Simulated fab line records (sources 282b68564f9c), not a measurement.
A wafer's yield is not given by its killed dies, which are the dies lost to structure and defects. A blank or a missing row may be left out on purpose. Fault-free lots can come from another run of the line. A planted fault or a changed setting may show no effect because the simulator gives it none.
fab line records ; flow rit_cmos ; part 2 of 2: steps 32 to 42 of 42
[record] lots = 5; wafers = 15; last_day = 7
route steps=202 shown PLDD@122 SPACER@125 NSD@131 PSD@142 SDANNEAL@153 NLDD@160 SILICIDE@161
lots with no fault: from the same line, run without faults
start_h: hours from the record's first day to the start of the lot's first wafer shown ; wait_h: how many hours have passed since the lot's step before this one ; " identical to the entry in the row above ; L1.1+2: a single row standing in for several wafers ; - value missing, or start not given ; * or withheld: withheld ; < > ~ a bound
route shown NAME@n: NAME is a module with steps in the file, n the number in the route of the first one ; usual: mean/standard deviation taken from wafers without a fault ; same: alike in all rows ; chamber/n: place in a boat ; sites: each site's reading ; _std_site: how widely they spread, as a standard deviation ; _edge_site: the outer-site mean with the inner-site mean subtracted ; radius_mm: for every site, how far away it sits from the centre of the wafer ; mask NAME#n: copy n ; behind: the last tool/chamber to shape the wafer ; hold: cause of the lot's hold/its duration in hours/its outcome ; device: whichever transistor did not switch (one of n, p or np) ; end of line: the route-end tests of the same wafers ; step lacking rows: just its recipe ; killed: at the first sort, the dies lost to defects and structure; wafer yield is something else ; map: a wafer's dies, x killed, . not, _ none there
set.NAME: the setting the step ran with; set.NAME@STEP: the setting that earlier step ran with ; model.NAME: the simulator's own value behind a step, which no gauge read
certain route steps with their lots: each step a table, each wafer a row
services: from which hour (start_h, from the record's first day; less than 0 if before it) a tool's chamber was out of use, for how many hours, and why
[[steps]]
[step RIT_SDANNEAL_CLEAN_00]
[recipe] chemistry = SC1; mix = 3:3:50; time_s = 600; temp_c = 75
[usual] temp_c = 75.02/0.12
lot.wafer;tool;chamber;start_h;wait_h;temp_c
L078.3;wet_bench-04;3;70.64;0.0;75.03
L078.4;wet_bench-04;3;70.64;0.0;75.07
L078.5;wet_bench-04;3;70.64;0.0;75.07
L080.1;wet_bench-04;1;79.93;0.1;75.04
L080.4;wet_bench-04;1;79.93;0.1;74.90
L080.5;wet_bench-04;1;79.93;0.1;74.80
L082.1;wet_bench-01;3;92.46;0.1;75.04
L082.3;wet_bench-01;3;92.46;0.1;75.25
L082.6;wet_bench-01;3;92.46;0.1;75.03
L093.1;wet_bench-04;0;143.48;0.1;75.16
L093.2;wet_bench-04;0;143.48;0.1;75.13
L093.3;wet_bench-04;0;143.48;0.1;74.88
L096.2;wet_bench-03;1;160.65;0.0;74.86
L096.4;wet_bench-03;1;160.65;0.0;75.02
L096.6;wet_bench-03;1;160.65;0.0;74.84
[step RIT_SDANNEAL_CLEAN_01]
[recipe] chemistry = dHF; dilution = 50:1; time_s = 30
lot.wafer;tool;chamber;start_h;wait_h
L078.3+4+5;wet_bench-01;1;70.81;0.0
L080.1+4+5;wet_bench-03;0;80.12;0.0
L082.1+3+6;wet_bench-03;2;92.63;0.0
L093.1+2+3;wet_bench-01;2;143.67;0.0
L096.2+4+6;wet_bench-04;0;160.83;0.0
[step RIT_SDANNEAL_CLEAN_02]
[recipe] chemistry = SC2; mix = 3:3:50; time_s = 600; temp_c = 75; dry = n2_spin
[usual] temp_c = 74.99/0.13
lot.wafer;tool;chamber;start_h;wait_h;temp_c
L078.3;wet_bench-03;1;70.83;0.0;74.90
L078.4;wet_bench-03;1;70.83;0.0;74.86
L078.5;wet_bench-03;1;70.83;0.0;74.96
L080.1;wet_bench-04;0;80.14;0.0;75.24
L080.4;wet_bench-04;0;80.14;0.0;74.96
L080.5;wet_bench-04;0;80.14;0.0;74.89
L082.1;wet_bench-01;2;92.65;0.0;75.15
L082.3;wet_bench-01;2;92.65;0.0;75.07
L082.6;wet_bench-01;2;92.65;0.0;75.21
L093.1;wet_bench-04;2;143.69;0.0;74.88
L093.2;wet_bench-04;2;143.69;0.0;74.78
L093.3;wet_bench-04;2;143.69;0.0;74.83
L096.2;wet_bench-03;3;160.86;0.0;74.81
L096.4;wet_bench-03;3;160.86;0.0;74.96
L096.6;wet_bench-03;3;160.86;0.0;75.07
[step RIT_SDANNEAL_RTA_03]
[recipe] temp_c = 1050; time_s = 5; idle_temp_c = 600; ramp_up_c_per_s = 342; ramp_down_c_per_s = 171; cool_to_c = 600; ambient = N2
[usual] chamber_o2_ppm = 1.998/0.022; wafer_temp_C_max = 1053.5/1.1
lot.wafer;tool;chamber;start_h;wait_h;chamber_o2_ppm;wafer_temp_C_max
L078.3;rtp_anneal-02;0;71.02;0.0;2.028;1052.7
L078.4;rtp_anneal-02;0;71.02;0.0;2.058;1054.0
L078.5;rtp_anneal-02;0;71.02;0.0;2.011;1055.5
L080.1;rtp_anneal-02;0;80.33;0.0;1.971;1052.6
L080.4;rtp_anneal-02;0;80.33;0.0;2.002;1052.0
L080.5;rtp_anneal-02;0;80.33;0.0;2.007;1053.2
L082.1;rtp_anneal-02;0;92.82;0.0;2.001;1052.5
L082.3;rtp_anneal-02;0;92.82;0.0;1.972;1052.7
L082.6;rtp_anneal-02;0;92.82;0.0;1.972;1053.0
L093.1;rtp_anneal-02;0;143.88;0.0;2.075;1053.2
L093.2;rtp_anneal-02;0;143.88;0.0;2.030;1052.4
L093.3;rtp_anneal-02;0;143.88;0.0;2.031;1053.1
L096.2;rtp_anneal-01;0;161.05;0.0;1.995;1052.7
L096.4;rtp_anneal-01;0;161.05;0.0;2.013;1053.8
L096.6;rtp_anneal-01;0;161.05;0.0;1.999;1055.2
[step RIT_SDANNEAL_RS_MEAS_04]
[recipe] thk_meas_gauge = four-point-probe
[usual] PSD_RS = 115.91/0.27
lot.wafer;tool;chamber;start_h;wait_h;PSD_RS[ohm/sq]
L078.3;film_metro-02;-;71.10;0.1;115.49
L078.4;film_metro-02;-;71.10;0.1;115.42
L078.5;film_metro-02;-;71.10;0.1;115.56
L080.1;film_metro-04;-;80.45;0.1;115.16
L080.4;film_metro-04;-;80.45;0.1;115.53
L080.5;film_metro-04;-;80.45;0.1;115.46
L082.1;film_metro-02;-;92.88;0.0;116.08
L082.3;film_metro-02;-;92.88;0.0;116.19
L082.6;film_metro-02;-;92.88;0.0;116.08
L093.1;film_metro-02;-;143.94;0.0;115.61
L093.2;film_metro-02;-;143.94;0.0;116.50
L093.3;film_metro-02;-;143.94;0.0;116.13
L096.2;film_metro-01;-;161.11;0.1;115.69
L096.4;film_metro-01;-;161.11;0.1;115.49
L096.6;film_metro-01;-;161.11;0.1;115.83
[step RIT_SDANNEAL_RS_MEAS_05]
[recipe] thk_meas_gauge = four-point-probe
[usual] NSD_RS = 84.57/0.28
lot.wafer;tool;chamber;start_h;wait_h;NSD_RS[ohm/sq]
L078.3;film_metro-02;-;71.22;0.1;84.94
L078.4;film_metro-02;-;71.22;0.1;84.71
L078.5;film_metro-02;-;71.22;0.1;85.20
L080.1;film_metro-04;-;80.57;0.1;84.65
L080.4;film_metro-04;-;80.57;0.1;84.42
L080.5;film_metro-04;-;80.57;0.1;84.67
L082.1;film_metro-02;-;93.00;0.1;84.28
L082.3;film_metro-02;-;93.00;0.1;84.37
L082.6;film_metro-02;-;93.00;0.1;84.10
L093.1;film_metro-02;-;144.06;0.1;84.68
L093.2;film_metro-02;-;144.06;0.1;84.46
L093.3;film_metro-02;-;144.06;0.1;84.71
L096.2;film_metro-01;-;161.23;0.1;84.88
L096.4;film_metro-01;-;161.23;0.1;84.89
L096.6;film_metro-01;-;161.23;0.1;84.51
[step RIT_SDANNEAL_RS_MEAS_06]
[recipe] thk_meas_gauge = four-point-probe
[usual] PLDD_RS = 178.7/0.53
lot.wafer;tool;chamber;start_h;wait_h;PLDD_RS[ohm/sq]
L078.3;film_metro-02;-;71.34;0.1;177.8
L078.4;film_metro-02;-;71.34;0.1;177.5
L078.5;film_metro-02;-;71.34;0.1;177.8
L080.1;film_metro-04;-;80.69;0.1;177.7
L080.4;film_metro-04;-;80.69;0.1;178.3
L080.5;film_metro-04;-;80.69;0.1;177.9
L082.1;film_metro-02;-;93.12;0.1;179.4
L082.3;film_metro-02;-;93.12;0.1;179.4
L082.6;film_metro-02;-;93.12;0.1;179.3
L093.1;film_metro-02;-;144.18;0.1;179.2
L093.2;film_metro-02;-;144.18;0.1;179.5
L093.3;film_metro-02;-;144.18;0.1;179.8
L096.2;film_metro-01;-;161.35;0.1;178.1
L096.4;film_metro-01;-;161.35;0.1;178.2
L096.6;film_metro-01;-;161.35;0.1;178.0
[step RIT_SDANNEAL_RS_MEAS_07]
[recipe] thk_meas_gauge = four-point-probe
[usual] NLDD_RS = 151.7/0.54
lot.wafer;tool;chamber;start_h;wait_h;NLDD_RS[ohm/sq]
L078.3;film_metro-02;-;71.46;0.1;151.2
L078.4;film_metro-02;-;71.46;0.1;151.3
L078.5;film_metro-02;-;71.46;0.1;151.3
L080.1;film_metro-04;-;80.81;0.1;150.5
L080.4;film_metro-04;-;80.81;0.1;150.8
L080.5;film_metro-04;-;80.81;0.1;150.9
L082.1;film_metro-02;-;93.24;0.1;152.9
L082.3;film_metro-02;-;93.24;0.1;152.1
L082.6;film_metro-02;-;93.24;0.1;151.9
L093.1;film_metro-02;-;144.30;0.1;151.6
L093.2;film_metro-02;-;144.30;0.1;152.5
L093.3;film_metro-02;-;144.30;0.1;152.5
L096.2;film_metro-01;-;161.47;0.1;151.4
L096.4;film_metro-01;-;161.47;0.1;151.4
L096.6;film_metro-01;-;161.47;0.1;151.7
[step RIT_SILICIDE_WET_ETCH_00]
[recipe] chemistry = BOE; target = SiO2; target_depth_nm = 14; time_s = 15; dry = n2_spin; dilution = 10:1; temp_c = 21.5
[usual] temp_c = 21.49/0.095
lot.wafer;tool;chamber;start_h;wait_h;temp_c
L078.3;wet_bench-02;0;71.54;0.1;21.46
L078.4;wet_bench-02;0;71.54;0.1;21.59
L078.5;wet_bench-02;0;71.54;0.1;21.66
L080.1;wet_bench-03;3;80.93;0.1;21.48
L080.4;wet_bench-03;3;80.93;0.1;21.25
L080.5;wet_bench-03;3;80.93;0.1;21.55
L082.1;wet_bench-03;0;93.36;0.1;21.36
L082.3;wet_bench-03;0;93.36;0.1;21.46
L082.6;wet_bench-03;0;93.36;0.1;21.39
L093.1;wet_bench-04;1;144.42;0.1;21.56
L093.2;wet_bench-04;1;144.42;0.1;21.52
L093.3;wet_bench-04;1;144.42;0.1;21.80
L096.2;wet_bench-02;2;161.57;0.1;21.43
L096.4;wet_bench-02;2;161.57;0.1;21.49
L096.6;wet_bench-02;2;161.57;0.1;21.41
[step RIT_SILICIDE_SPUTTER_01]
[recipe] material = Ti; target_thk_nm = 30; power_w = 350; chamber_pressure_pa = 0.667; gas = Ar; time_s = 240; substrate_temp_c = 25
[usual] throttle_valve_pct = 30.1/0.79
lot.wafer;tool;chamber;start_h;wait_h;throttle_valve_pct
L078.3;pvd_sputter-03;-;71.56;0.0;29.1
L078.4;pvd_sputter-03;-;71.56;0.0;30.4
L078.5;pvd_sputter-03;-;71.56;0.0;29.2
L080.1;pvd_sputter-03;-;80.94;0.0;30.4
L080.4;pvd_sputter-03;-;80.94;0.0;29.1
L080.5;pvd_sputter-03;-;80.94;0.0;30.1
L082.1;pvd_sputter-04;-;93.37;0.0;28.9
L082.3;pvd_sputter-04;-;93.37;0.0;30.7
L082.6;pvd_sputter-04;-;93.37;0.0;29.3
L093.1;pvd_sputter-02;-;144.43;0.0;29.6
L093.2;pvd_sputter-02;-;144.43;0.0;30.3
L093.3;pvd_sputter-02;-;144.43;0.0;29.9
L096.2;pvd_sputter-04;-;161.59;0.0;30.7
L096.4;pvd_sputter-04;-;161.59;0.0;28.8
L096.6;pvd_sputter-04;-;161.59;0.0;29.3
[step RIT_SILICIDE_RS_MEAS_02]
[recipe] thk_meas_gauge = four-point-probe; reads = Ti_of_SILICIDE_SPUTTER_01
[usual] SILICIDE_TI_RS = 48.0/0.69
lot.wafer;tool;chamber;start_h;wait_h;SILICIDE_TI_RS[ohm/sq]
L078.3;film_metro-01;-;71.75;0.1;47.5
L078.4;film_metro-01;-;71.75;0.1;47.0
L078.5;film_metro-01;-;71.75;0.1;47.6
L080.1;film_metro-03;-;81.09;0.1;49.2
L080.4;film_metro-03;-;81.09;0.1;48.7
L080.5;film_metro-03;-;81.09;0.1;48.9
L082.1;film_metro-03;-;93.54;0.1;48.0
L082.3;film_metro-03;-;93.54;0.1;48.2
L082.6;film_metro-03;-;93.54;0.1;48.6
L093.1;film_metro-03;-;144.58;0.1;48.4
L093.2;film_metro-03;-;144.58;0.1;47.9
L093.3;film_metro-03;-;144.58;0.1;48.5
L096.2;film_metro-02;-;161.76;0.1;48.0
L096.4;film_metro-02;-;161.76;0.1;47.9
L096.6;film_metro-02;-;161.76;0.1;48.9
[[services]]
tool;chamber;start_h;hours;kind
wet_bench-02;-;49.65;4.4;pm
pvd_sputter-04;-;54.55;1.0;repair
rie_diel-01;2;55.12;5.9;repair
rie_diel-02;1;62.13;7.9;repair
implanter-02;-;68.94;6.0;repair
rie_diel-03;2;70.81;8.4;repair
rie_diel-02;2;84.52;5.5;repair
implanter-03;-;88.18;2.9;repair
pvd_sputter-02;-;90.95;2.2;repair
rtp_anneal-01;-;92.35;3.9;pm
implanter-02;-;99.61;3.7;pm
implanter-04;-;100.21;2.7;pm
wet_bench-03;-;102.07;3.7;repair
iline_stepper-01;0;104.23;-;calibration
plasma_asher-03;-;108.75;9.0;pm
pvd_sputter-03;-;110.27;1.6;repair
iline_stepper-02;-;120.58;1.7;pm
iline_stepper-01;-;127.32;1.7;pm
rie_diel-02;2;127.60;4.6;repair
rie_diel-01;3;134.24;3.2;repair
implanter-01;-;135.63;15.8;repair
implanter-02;-;137.85;14.8;repair
wet_bench-03;-;147.88;2.2;repair
implanter-03;-;156.19;3.0;pm
